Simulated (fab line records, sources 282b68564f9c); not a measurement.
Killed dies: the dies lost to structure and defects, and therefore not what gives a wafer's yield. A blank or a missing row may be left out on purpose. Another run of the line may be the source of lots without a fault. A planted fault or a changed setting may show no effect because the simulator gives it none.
A sampling plan put to the test || flow ritCmos || one line in one fab, 42 faults in these records, each fault weighed on the records of the lots it struck
The line's own looks make up the plan; these are the steps of the route where a gauge or inspection reads the wafer and leaves it unchanged. A look is open to judgement when struck wafers have a number at it and the file gives its usual mean and standard deviation on fault-free wafers. Caught: at a look after the fault's first step, the mean of the struck wafers lies 4 or more of those standard deviations (sigma) from the usual mean. On the tool: the test repeated on the tool's own readings taken at the fault's steps. Another recipe on the struck wafers, or a record that is blank for them alone, also counts as caught.

THE FAULTS, as the simulator had put them in
1. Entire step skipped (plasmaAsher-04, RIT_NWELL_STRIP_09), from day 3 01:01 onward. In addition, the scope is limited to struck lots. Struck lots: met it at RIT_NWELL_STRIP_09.
2. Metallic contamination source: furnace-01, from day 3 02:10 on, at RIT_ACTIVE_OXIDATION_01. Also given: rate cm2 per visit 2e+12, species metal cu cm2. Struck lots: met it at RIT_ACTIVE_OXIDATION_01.
3. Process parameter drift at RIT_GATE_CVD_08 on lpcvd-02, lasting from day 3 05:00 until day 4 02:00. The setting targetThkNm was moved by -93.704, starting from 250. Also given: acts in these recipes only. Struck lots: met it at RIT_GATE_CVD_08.
4. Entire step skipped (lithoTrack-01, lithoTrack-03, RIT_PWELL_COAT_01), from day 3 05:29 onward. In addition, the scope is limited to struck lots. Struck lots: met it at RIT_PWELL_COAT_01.
5. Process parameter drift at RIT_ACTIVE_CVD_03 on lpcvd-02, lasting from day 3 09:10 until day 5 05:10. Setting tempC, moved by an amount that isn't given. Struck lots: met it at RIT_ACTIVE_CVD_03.
6. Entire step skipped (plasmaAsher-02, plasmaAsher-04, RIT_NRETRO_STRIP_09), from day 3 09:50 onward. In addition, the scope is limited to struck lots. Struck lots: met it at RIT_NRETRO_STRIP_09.
7. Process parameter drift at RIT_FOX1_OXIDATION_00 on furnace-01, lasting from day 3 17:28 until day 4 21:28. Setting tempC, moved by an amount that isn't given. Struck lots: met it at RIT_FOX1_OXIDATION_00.
8. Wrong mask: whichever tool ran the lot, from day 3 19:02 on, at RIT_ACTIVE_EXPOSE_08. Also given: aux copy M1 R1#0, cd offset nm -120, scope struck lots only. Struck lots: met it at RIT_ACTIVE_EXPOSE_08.
9. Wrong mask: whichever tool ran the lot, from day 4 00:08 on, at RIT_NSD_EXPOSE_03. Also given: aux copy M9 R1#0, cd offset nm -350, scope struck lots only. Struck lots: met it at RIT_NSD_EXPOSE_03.
10. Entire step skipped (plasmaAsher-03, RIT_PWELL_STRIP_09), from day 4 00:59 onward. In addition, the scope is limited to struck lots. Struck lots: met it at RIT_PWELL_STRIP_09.
11. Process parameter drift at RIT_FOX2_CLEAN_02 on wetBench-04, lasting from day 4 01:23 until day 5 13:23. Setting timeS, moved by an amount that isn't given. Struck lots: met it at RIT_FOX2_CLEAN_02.
12. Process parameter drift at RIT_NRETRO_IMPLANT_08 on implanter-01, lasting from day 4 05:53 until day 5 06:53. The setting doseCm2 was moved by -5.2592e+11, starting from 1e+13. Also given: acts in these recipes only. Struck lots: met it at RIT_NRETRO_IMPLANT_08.
13. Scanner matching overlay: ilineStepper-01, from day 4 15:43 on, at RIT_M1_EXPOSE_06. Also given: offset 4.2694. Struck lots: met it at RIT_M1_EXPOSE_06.
14. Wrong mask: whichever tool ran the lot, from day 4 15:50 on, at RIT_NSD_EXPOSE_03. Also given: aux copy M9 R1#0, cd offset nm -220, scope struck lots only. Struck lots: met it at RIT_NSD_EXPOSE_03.
15. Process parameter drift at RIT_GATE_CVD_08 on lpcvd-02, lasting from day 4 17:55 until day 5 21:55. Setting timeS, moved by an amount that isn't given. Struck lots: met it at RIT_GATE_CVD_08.
16. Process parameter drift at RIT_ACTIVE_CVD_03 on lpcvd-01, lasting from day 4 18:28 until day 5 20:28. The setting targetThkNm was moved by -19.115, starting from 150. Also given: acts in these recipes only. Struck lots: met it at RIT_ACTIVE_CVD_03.
17. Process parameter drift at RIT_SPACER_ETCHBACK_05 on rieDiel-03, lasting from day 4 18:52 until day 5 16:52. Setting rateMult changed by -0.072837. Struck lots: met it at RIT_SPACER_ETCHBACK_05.
18. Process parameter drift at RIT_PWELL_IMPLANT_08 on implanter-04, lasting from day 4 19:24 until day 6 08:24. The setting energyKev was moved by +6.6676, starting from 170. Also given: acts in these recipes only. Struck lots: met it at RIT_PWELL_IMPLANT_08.
19. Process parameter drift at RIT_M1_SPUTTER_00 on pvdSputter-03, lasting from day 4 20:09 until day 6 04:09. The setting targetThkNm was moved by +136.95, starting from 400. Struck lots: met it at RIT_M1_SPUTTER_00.
20. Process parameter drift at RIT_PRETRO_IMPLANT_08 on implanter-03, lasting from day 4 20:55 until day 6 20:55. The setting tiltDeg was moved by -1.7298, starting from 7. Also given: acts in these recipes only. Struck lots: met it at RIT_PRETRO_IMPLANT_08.
21. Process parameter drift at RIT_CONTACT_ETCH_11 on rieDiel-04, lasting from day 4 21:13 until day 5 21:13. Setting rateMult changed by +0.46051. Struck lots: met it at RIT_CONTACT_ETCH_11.
22. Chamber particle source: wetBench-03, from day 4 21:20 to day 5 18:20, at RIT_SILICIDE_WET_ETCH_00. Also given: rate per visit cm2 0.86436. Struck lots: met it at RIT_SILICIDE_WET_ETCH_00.
23. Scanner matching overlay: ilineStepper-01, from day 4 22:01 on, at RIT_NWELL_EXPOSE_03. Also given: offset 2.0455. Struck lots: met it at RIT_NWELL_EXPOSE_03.
24. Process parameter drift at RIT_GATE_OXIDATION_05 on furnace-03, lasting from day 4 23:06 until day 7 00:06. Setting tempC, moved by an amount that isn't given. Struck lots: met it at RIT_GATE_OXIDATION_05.
25. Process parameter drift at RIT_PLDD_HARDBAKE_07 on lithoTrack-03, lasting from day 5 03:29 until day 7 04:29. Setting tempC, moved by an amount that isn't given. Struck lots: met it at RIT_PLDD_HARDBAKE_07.
26. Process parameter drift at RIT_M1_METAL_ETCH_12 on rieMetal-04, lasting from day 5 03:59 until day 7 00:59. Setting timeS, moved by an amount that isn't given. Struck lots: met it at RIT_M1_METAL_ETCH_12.
27. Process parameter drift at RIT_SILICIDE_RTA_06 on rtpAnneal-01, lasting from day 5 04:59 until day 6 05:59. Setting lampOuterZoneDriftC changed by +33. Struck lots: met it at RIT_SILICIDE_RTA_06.
28. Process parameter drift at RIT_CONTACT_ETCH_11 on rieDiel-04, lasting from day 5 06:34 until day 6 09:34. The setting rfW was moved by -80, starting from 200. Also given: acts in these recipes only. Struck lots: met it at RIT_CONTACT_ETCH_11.
29. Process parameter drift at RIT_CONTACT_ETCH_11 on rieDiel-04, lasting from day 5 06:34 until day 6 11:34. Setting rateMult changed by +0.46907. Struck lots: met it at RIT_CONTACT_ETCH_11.
30. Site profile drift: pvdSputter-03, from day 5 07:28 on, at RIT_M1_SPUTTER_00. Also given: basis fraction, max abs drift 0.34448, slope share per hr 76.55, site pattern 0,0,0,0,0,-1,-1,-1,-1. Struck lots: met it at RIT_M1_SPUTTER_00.
31. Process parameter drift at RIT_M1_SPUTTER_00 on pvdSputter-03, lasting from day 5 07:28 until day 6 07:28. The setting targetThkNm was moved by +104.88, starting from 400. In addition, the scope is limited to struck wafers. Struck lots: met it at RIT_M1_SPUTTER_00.
32. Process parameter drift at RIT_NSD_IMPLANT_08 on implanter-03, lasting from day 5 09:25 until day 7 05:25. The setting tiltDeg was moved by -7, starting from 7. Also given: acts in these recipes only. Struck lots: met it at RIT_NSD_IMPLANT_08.
33. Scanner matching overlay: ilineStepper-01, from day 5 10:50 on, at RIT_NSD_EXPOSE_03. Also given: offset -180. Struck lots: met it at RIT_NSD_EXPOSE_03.
34. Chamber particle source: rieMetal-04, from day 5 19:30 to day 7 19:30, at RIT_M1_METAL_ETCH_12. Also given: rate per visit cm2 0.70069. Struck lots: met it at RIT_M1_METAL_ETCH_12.
35. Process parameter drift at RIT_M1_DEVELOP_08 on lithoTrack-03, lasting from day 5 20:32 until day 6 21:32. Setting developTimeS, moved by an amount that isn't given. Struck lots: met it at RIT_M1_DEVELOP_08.
36. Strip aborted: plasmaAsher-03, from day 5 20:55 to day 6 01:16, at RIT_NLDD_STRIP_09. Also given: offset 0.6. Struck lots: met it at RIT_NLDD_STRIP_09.
37. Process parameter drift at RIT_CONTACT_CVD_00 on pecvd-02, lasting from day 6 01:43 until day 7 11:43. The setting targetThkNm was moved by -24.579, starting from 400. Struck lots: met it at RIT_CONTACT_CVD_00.
38. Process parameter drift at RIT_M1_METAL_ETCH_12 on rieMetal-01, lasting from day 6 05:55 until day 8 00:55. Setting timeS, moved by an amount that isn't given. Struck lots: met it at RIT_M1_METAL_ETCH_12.
39. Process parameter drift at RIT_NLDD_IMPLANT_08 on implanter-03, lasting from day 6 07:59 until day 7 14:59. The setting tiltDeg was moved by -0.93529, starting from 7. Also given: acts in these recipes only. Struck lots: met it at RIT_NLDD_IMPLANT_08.
40. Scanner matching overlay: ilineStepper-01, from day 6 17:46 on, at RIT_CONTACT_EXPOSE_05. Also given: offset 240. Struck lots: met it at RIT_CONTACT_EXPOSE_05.
41. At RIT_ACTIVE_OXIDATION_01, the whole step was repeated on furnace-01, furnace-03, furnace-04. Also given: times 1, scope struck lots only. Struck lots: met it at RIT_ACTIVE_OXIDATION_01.
42. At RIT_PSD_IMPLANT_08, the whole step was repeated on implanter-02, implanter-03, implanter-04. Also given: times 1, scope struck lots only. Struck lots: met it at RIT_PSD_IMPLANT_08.

WHAT THE PLAN SAW
{"fault": 1, "on the tool itself": "the tool's record is blank for the struck wafers", "first look that catches it": "RIT_PWELL_TW_MEAS_10", "reading, sigma": "PWELL_TW -99 or beyond", "median hours from its first step to that look": 1.8, "hours from the fault's start to the first struck lot there": 3, "judged looks passed uncaught": 0}
{"fault": 2, "on the tool itself": "under 2 sigma", "first look that catches it": "none of the 7 looks that can be judged after it", "reading, sigma": "-", "median hours from its first step to that look": "-", "hours from the fault's start to the first struck lot there": "-", "judged looks passed uncaught": 7}
{"fault": 3, "on the tool itself": "under 2 sigma", "first look that catches it": "RIT_GATE_THK_MEAS_09", "reading, sigma": "GATE_POLY_THK -39", "median hours from its first step to that look": 1.6, "hours from the fault's start to the first struck lot there": 6, "judged looks passed uncaught": 0}
{"fault": 4, "on the tool itself": "the tool's record is blank for the struck wafers", "first look that catches it": "no look after it can be judged", "reading, sigma": "-", "median hours from its first step to that look": "-", "hours from the fault's start to the first struck lot there": "-", "judged looks passed uncaught": 0}
{"fault": 5, "on the tool itself": "spikeTcCentreC +8.5 sigma", "first look that catches it": "RIT_ACTIVE_THK_MEAS_04", "reading, sigma": "ACTIVE_NITRIDE_THK +26", "median hours from its first step to that look": 1.8, "hours from the fault's start to the first struck lot there": 6, "judged looks passed uncaught": 0}
{"fault": 6, "on the tool itself": "the tool's record is blank for the struck wafers", "first look that catches it": "RIT_PRETRO_TW_MEAS_10", "reading, sigma": "PRETRO_TW -99 or beyond", "median hours from its first step to that look": 1.8, "hours from the fault's start to the first struck lot there": 3, "judged looks passed uncaught": 0}
{"fault": 7, "on the tool itself": "tubeCenterTempC -99 or beyond sigma", "first look that catches it": "none of the 3 looks that can be judged after it", "reading, sigma": "strongest: FOX1_OXIDE_THK at RIT_FOX1_THK_MEAS_01, -3.7", "median hours from its first step to that look": "-", "hours from the fault's start to the first struck lot there": "-", "judged looks passed uncaught": 3}
{"fault": 8, "on the tool itself": "no reading that can be judged", "first look that catches it": "RIT_ACTIVE_CD_MEAS_11", "reading, sigma": "cdNm -51", "median hours from its first step to that look": 0.4, "hours from the fault's start to the first struck lot there": 3, "judged looks passed uncaught": 0}
{"fault": 9, "on the tool itself": "no reading that can be judged", "first look that catches it": "no look after it can be judged", "reading, sigma": "-", "median hours from its first step to that look": "-", "hours from the fault's start to the first struck lot there": "-", "judged looks passed uncaught": 0}
{"fault": 10, "on the tool itself": "no reading that can be judged", "first look that catches it": "not the one look that can be judged after it", "reading, sigma": "-", "median hours from its first step to that look": "-", "hours from the fault's start to the first struck lot there": "-", "judged looks passed uncaught": 1}
{"fault": 11, "on the tool itself": "runLengthS -43 sigma", "first look that catches it": "none of the 7 looks that can be judged after it", "reading, sigma": "strongest: FIELD_OXIDE_LEFT_1_THK at RIT_FOX2_THK_MEAS_90, +2.1", "median hours from its first step to that look": "-", "hours from the fault's start to the first struck lot there": "-", "judged looks passed uncaught": 7}
{"fault": 12, "on the tool itself": "doseIonsCm2 -55 sigma", "first look that catches it": "no look after it can be judged", "reading, sigma": "-", "median hours from its first step to that look": "-", "hours from the fault's start to the first struck lot there": "-", "judged looks passed uncaught": 0}
{"fault": 13, "on the tool itself": "no reading that can be judged", "first look that catches it": "not the one look that can be judged after it", "reading, sigma": "strongest: M1_OVL at RIT_M1_OVL_MEAS_10, +2.6", "median hours from its first step to that look": "-", "hours from the fault's start to the first struck lot there": "-", "judged looks passed uncaught": 1}
{"fault": 14, "on the tool itself": "under 2 sigma", "first look that catches it": "no look after it can be judged", "reading, sigma": "-", "median hours from its first step to that look": "-", "hours from the fault's start to the first struck lot there": "-", "judged looks passed uncaught": 0}
{"fault": 15, "on the tool itself": "no reading that can be judged", "first look that catches it": "RIT_GATE_THK_MEAS_09", "reading, sigma": "GATE_POLY_THK +54", "median hours from its first step to that look": 2.4, "hours from the fault's start to the first struck lot there": 7, "judged looks passed uncaught": 0}
{"fault": 16, "on the tool itself": "no reading that can be judged", "first look that catches it": "RIT_ACTIVE_THK_MEAS_04", "reading, sigma": "ACTIVE_NITRIDE_THK -14", "median hours from its first step to that look": 1.8, "hours from the fault's start to the first struck lot there": 5, "judged looks passed uncaught": 0}
{"fault": 17, "on the tool itself": "under 2 sigma", "first look that catches it": "none of the 7 looks that can be judged after it", "reading, sigma": "-", "median hours from its first step to that look": "-", "hours from the fault's start to the first struck lot there": "-", "judged looks passed uncaught": 7}
{"fault": 18, "on the tool itself": "beamEnergyKeV +99 or beyond sigma", "first look that catches it": "no look after it can be judged", "reading, sigma": "-", "median hours from its first step to that look": "-", "hours from the fault's start to the first struck lot there": "-", "judged looks passed uncaught": 0}
{"fault": 19, "on the tool itself": "under 2 sigma", "first look that catches it": "RIT_M1_RS_MEAS_01", "reading, sigma": "M1_AL_RS -24", "median hours from its first step to that look": 0.3, "hours from the fault's start to the first struck lot there": 8, "judged looks passed uncaught": 0}
{"fault": 20, "on the tool itself": "tiltDeg -83 sigma", "first look that catches it": "no look after it can be judged", "reading, sigma": "-", "median hours from its first step to that look": "-", "hours from the fault's start to the first struck lot there": "-", "judged looks passed uncaught": 0}
{"fault": 21, "on the tool itself": "under 2 sigma", "first look that catches it": "no look after it can be judged", "reading, sigma": "-", "median hours from its first step to that look": "-", "hours from the fault's start to the first struck lot there": "-", "judged looks passed uncaught": 0}
{"fault": 22, "on the tool itself": "no reading that can be judged", "first look that catches it": "no look after it can be judged", "reading, sigma": "-", "median hours from its first step to that look": "-", "hours from the fault's start to the first struck lot there": "-", "judged looks passed uncaught": 0}
{"fault": 23, "on the tool itself": "no reading that can be judged", "first look that catches it": "no look after it can be judged", "reading, sigma": "-", "median hours from its first step to that look": "-", "hours from the fault's start to the first struck lot there": "-", "judged looks passed uncaught": 0}
{"fault": 24, "on the tool itself": "spikeTcCentreC -10 sigma", "first look that catches it": "RIT_GATE_THK_MEAS_07", "reading, sigma": "GATE_OXIDE_THK -9.2", "median hours from its first step to that look": 1.8, "hours from the fault's start to the first struck lot there": 3, "judged looks passed uncaught": 0}
{"fault": 25, "on the tool itself": "heaterPowerTotalW -49 sigma", "first look that catches it": "no look after it can be judged", "reading, sigma": "-", "median hours from its first step to that look": "-", "hours from the fault's start to the first struck lot there": "-", "judged looks passed uncaught": 0}
{"fault": 26, "on the tool itself": "runLengthS -48 sigma", "first look that catches it": "no look after it can be judged", "reading, sigma": "-", "median hours from its first step to that look": "-", "hours from the fault's start to the first struck lot there": "-", "judged looks passed uncaught": 0}
{"fault": 27, "on the tool itself": "under 2 sigma", "first look that catches it": "none of the 8 looks that can be judged after it", "reading, sigma": "-", "median hours from its first step to that look": "-", "hours from the fault's start to the first struck lot there": "-", "judged looks passed uncaught": 8}
{"fault": 28, "on the tool itself": "rfFwdPowerW -99 or beyond sigma", "first look that catches it": "no look after it can be judged", "reading, sigma": "-", "median hours from its first step to that look": "-", "hours from the fault's start to the first struck lot there": "-", "judged looks passed uncaught": 0}
{"fault": 29, "on the tool itself": "under 2 sigma", "first look that catches it": "no look after it can be judged", "reading, sigma": "-", "median hours from its first step to that look": "-", "hours from the fault's start to the first struck lot there": "-", "judged looks passed uncaught": 0}
{"fault": 30, "on the tool itself": "under 2 sigma", "first look that catches it": "RIT_M1_RS_MEAS_01", "reading, sigma": "M1_AL_RS +24", "median hours from its first step to that look": 0.3, "hours from the fault's start to the first struck lot there": 4, "judged looks passed uncaught": 0}
{"fault": 31, "on the tool itself": "under 2 sigma", "first look that catches it": "RIT_M1_RS_MEAS_01", "reading, sigma": "M1_AL_RS -19", "median hours from its first step to that look": 0.3, "hours from the fault's start to the first struck lot there": 4, "judged looks passed uncaught": 0}
{"fault": 32, "on the tool itself": "tiltDeg -99 or beyond sigma", "first look that catches it": "RIT_NSD_TW_MEAS_10", "reading, sigma": "NSD_TW -16", "median hours from its first step to that look": 0.3, "hours from the fault's start to the first struck lot there": 4, "judged looks passed uncaught": 0}
{"fault": 33, "on the tool itself": "no reading that can be judged", "first look that catches it": "RIT_NSD_OVL_MEAS_06", "reading, sigma": "NSD_OVL -99 or beyond", "median hours from its first step to that look": 0.4, "hours from the fault's start to the first struck lot there": 7, "judged looks passed uncaught": 0}
{"fault": 34, "on the tool itself": "under 2 sigma", "first look that catches it": "no look after it can be judged", "reading, sigma": "-", "median hours from its first step to that look": "-", "hours from the fault's start to the first struck lot there": "-", "judged looks passed uncaught": 0}
{"fault": 35, "on the tool itself": "no reading that can be judged", "first look that catches it": "no look after it can be judged", "reading, sigma": "-", "median hours from its first step to that look": "-", "hours from the fault's start to the first struck lot there": "-", "judged looks passed uncaught": 0}
{"fault": 36, "on the tool itself": "runLengthS -99 or beyond sigma", "first look that catches it": "RIT_PLDD_TW_MEAS_10", "reading, sigma": "PLDD_TW -99 or beyond", "median hours from its first step to that look": 1.7, "hours from the fault's start to the first struck lot there": 6, "judged looks passed uncaught": 1}
{"fault": 37, "on the tool itself": "under 2 sigma", "first look that catches it": "RIT_CONTACT_THK_MEAS_01", "reading, sigma": "CONTACT_TEOS_THK -4.6", "median hours from its first step to that look": 0.0, "hours from the fault's start to the first struck lot there": 9, "judged looks passed uncaught": 0}
{"fault": 38, "on the tool itself": "runLengthS +84 sigma", "first look that catches it": "not the one look that can be judged after it", "reading, sigma": "strongest: cdNm at RIT_M1_CD_MEAS_90, -2.9", "median hours from its first step to that look": "-", "hours from the fault's start to the first struck lot there": "-", "judged looks passed uncaught": 1}
{"fault": 39, "on the tool itself": "tiltDeg -48 sigma", "first look that catches it": "no look after it can be judged", "reading, sigma": "-", "median hours from its first step to that look": "-", "hours from the fault's start to the first struck lot there": "-", "judged looks passed uncaught": 0}
{"fault": 40, "on the tool itself": "under 2 sigma", "first look that catches it": "RIT_CONTACT_OVL_MEAS_09", "reading, sigma": "CONTACT_OVL +99 or beyond", "median hours from its first step to that look": 0.7, "hours from the fault's start to the first struck lot there": 5, "judged looks passed uncaught": 0}
{"fault": 41, "on the tool itself": "under 2 sigma", "first look that catches it": "RIT_ACTIVE_THK_MEAS_02", "reading, sigma": "ACTIVE_OXIDE_THK +34", "median hours from its first step to that look": 4.6, "hours from the fault's start to the first struck lot there": "-", "judged looks passed uncaught": 0}
{"fault": 42, "on the tool itself": "no reading that can be judged", "first look that catches it": "RIT_PSD_TW_MEAS_10", "reading, sigma": "PSD_TW +8.2", "median hours from its first step to that look": 0.6, "hours from the fault's start to the first struck lot there": "-", "judged looks passed uncaught": 0}
A dash: the fault isn't caught, or these records don't give the number.

Caught at a look: 18 of 42. Caught on the tool: 17 of 42. By one or the other: 29 of 42.
On the tool alone, faults 4, 7, 11, 12, 18, 20, 25, 26, 28, 38, 39 were caught.
Caught at a look alone: faults 3, 8, 15, 16, 19, 30, 31, 33, 37, 40, 41, 42.
Caught by neither: faults 2, 9, 10, 13, 14, 17, 21, 22, 23, 27, 29, 34, 35.

THINNER SAMPLING
In the worst case, this is how late the first struck lot would be measured if the look that catches a fault measured only every second or every third lot, by lot number:
{"fault": 1, "struck lots at that look, in order of time": "L856, L857", "every lot": "3 h", "every second lot": "8 h", "every third lot": "may miss all 2"}
{"fault": 3, "struck lots at that look, in order of time": "L730, L731", "every lot": "6 h", "every second lot": "9 h", "every third lot": "may miss all 2"}
{"fault": 5, "struck lots at that look, in order of time": "L457, L461", "every lot": "6 h", "every second lot": "may miss all 2", "every third lot": "may miss all 2"}
{"fault": 6, "struck lots at that look, in order of time": "L756, L757, L758", "every lot": "3 h", "every second lot": "9 h", "every third lot": "20 h"}
{"fault": 8, "struck lots at that look, in order of time": "L925", "every lot": "3 h", "every second lot": "may miss it", "every third lot": "may miss it"}
{"fault": 15, "struck lots at that look, in order of time": "L758, L762", "every lot": "7 h", "every second lot": "may miss all 2", "every third lot": "may miss all 2"}
{"fault": 16, "struck lots at that look, in order of time": "L395, L396", "every lot": "5 h", "every second lot": "9 h", "every third lot": "may miss all 2"}
{"fault": 19, "struck lots at that look, in order of time": "L187, L189", "every lot": "8 h", "every second lot": "may miss all 2", "every third lot": "may miss all 2"}
{"fault": 24, "struck lots at that look, in order of time": "L128, L130", "every lot": "3 h", "every second lot": "may miss all 2", "every third lot": "may miss all 2"}
{"fault": 30, "struck lots at that look, in order of time": "L966, L968, L970, L971", "every lot": "4 h", "every second lot": "29 h", "every third lot": "22 h"}
{"fault": 31, "struck lots at that look, in order of time": "L668, L670", "every lot": "4 h", "every second lot": "may miss all 2", "every third lot": "may miss all 2"}
{"fault": 32, "struck lots at that look, in order of time": "L489, L492", "every lot": "4 h", "every second lot": "14 h", "every third lot": "may miss all 2"}
{"fault": 33, "struck lots at that look, in order of time": "L862, L864", "every lot": "7 h", "every second lot": "may miss all 2", "every third lot": "may miss all 2"}
{"fault": 36, "struck lots at that look, in order of time": "L475", "every lot": "6 h", "every second lot": "may miss it", "every third lot": "may miss it"}
{"fault": 37, "struck lots at that look, in order of time": "L565, L568", "every lot": "9 h", "every second lot": "20 h", "every third lot": "may miss all 2"}
{"fault": 40, "struck lots at that look, in order of time": "L250, L251", "every lot": "5 h", "every second lot": "10 h", "every third lot": "may miss all 2"}
The hour figures run from when the fault began to the first measured lot among those it struck. The test against the limit of 4 sigma pooled every struck wafer, which means one lot taken alone may stay below that limit. Other struck lots may not be in these records.

THE LONGEST TIMED WAY FROM STEP TO LOOK
For fault 41, RIT_ACTIVE_OXIDATION_01 and RIT_ACTIVE_THK_MEAS_02 are separated by a median of 4.6 hours. No look between them can be judged.
